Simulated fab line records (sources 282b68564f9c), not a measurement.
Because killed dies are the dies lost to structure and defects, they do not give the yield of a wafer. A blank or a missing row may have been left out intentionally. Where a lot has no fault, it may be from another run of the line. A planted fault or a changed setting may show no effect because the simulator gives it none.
A struck lot beside a sound one | flow rit-cmos | 14 steps out of a route of 202
Sound: the wafers L244.1, L244.3, L244.6. The struck wafers were L242.1, L242.4, L242.6. At the end, the cause is stated.
Order at every step that has rows: each side's tool, ch and its chambers, its first start. Under that, the readings that differ: sound wafers | struck wafers | difference of the means | sigmas: that difference in standard deviations of wafers without a fault.
alike: a reading whose means differ by less than 2 such deviations, as well as words and numbers matching on both sides. not compared: withheld readings; readings where some wafer has no value; bounds like >300 that might hide an equal value; numbers whose values overlap and for which the record gives no deviation.
Wherever a step has rows on one side only, a row that says differs or no value, or a row with sigmas, the two part there. Non-overlapping numbers with no deviation appear without sigmas and do not part them. A reading that every wafer of one side lacks parts them only if that side has two wafers or more.

first, 4 steps without rows for these wafers: RIT_NWELL_SOFTBAKE_02 (time 60 s); RIT_NWELL_EXPOSE_03 (exposes mask M2, target cd 43900 nm); RIT_NWELL_PEB_04; RIT_NWELL_DEVELOP_05 (develop time 68 s).
RIT_NWELL_OVL_MEAS_06:
  sound on overlay-01, day 5 23:40; struck on overlay-01, day 5 14:21
  alike: NWELL_OVL
then, 2 steps without rows for these wafers: RIT_NWELL_HARDBAKE_07 (time 120 s); RIT_NWELL_IMPLANT_08.
RIT_NWELL_STRIP_09: strips in O2, time 180 s.
  sound on plasma-asher-04 ch 0,1, day 6 00:06; struck on plasma-asher-03 ch 0,1, day 5 14:47
  alike: drypump-motor-current-A
  not compared: rf-hours-counter-h
RIT_NWELL_TW_MEAS_10:
  sound on film-metro-02, day 6 00:17; struck on film-metro-04, day 5 14:58
  alike: NWELL_TW
then, 3 steps without rows for these wafers: RIT_PWELL_HMDS_00 (prime time 60 s); RIT_PWELL_COAT_01 (resist thk 1300 nm); RIT_PWELL_SOFTBAKE_02 (time 60 s).
RIT_PWELL_EXPOSE_03: exposes mask M3, target cd 43700 nm.
  struck on iline-stepper-01, day 5 19:53; sound on iline-stepper-01 ch 0, day 6 00:55
  no value came back on the struck wafers for exposure-dose-mJ-cm2, focus-offset-nm (nm), reticle-temp-C (C); on the sound wafers exposure-dose-mJ-cm2 reads 250.12 249.88 249.86
  alike: mask
following that, these wafers have no rows for 1 step: RIT_PWELL_PEB_04.

## WHERE THEY PART
Only at RIT_PWELL_EXPOSE_03, as far as this record shows.

WHY: whatever the simulator had introduced
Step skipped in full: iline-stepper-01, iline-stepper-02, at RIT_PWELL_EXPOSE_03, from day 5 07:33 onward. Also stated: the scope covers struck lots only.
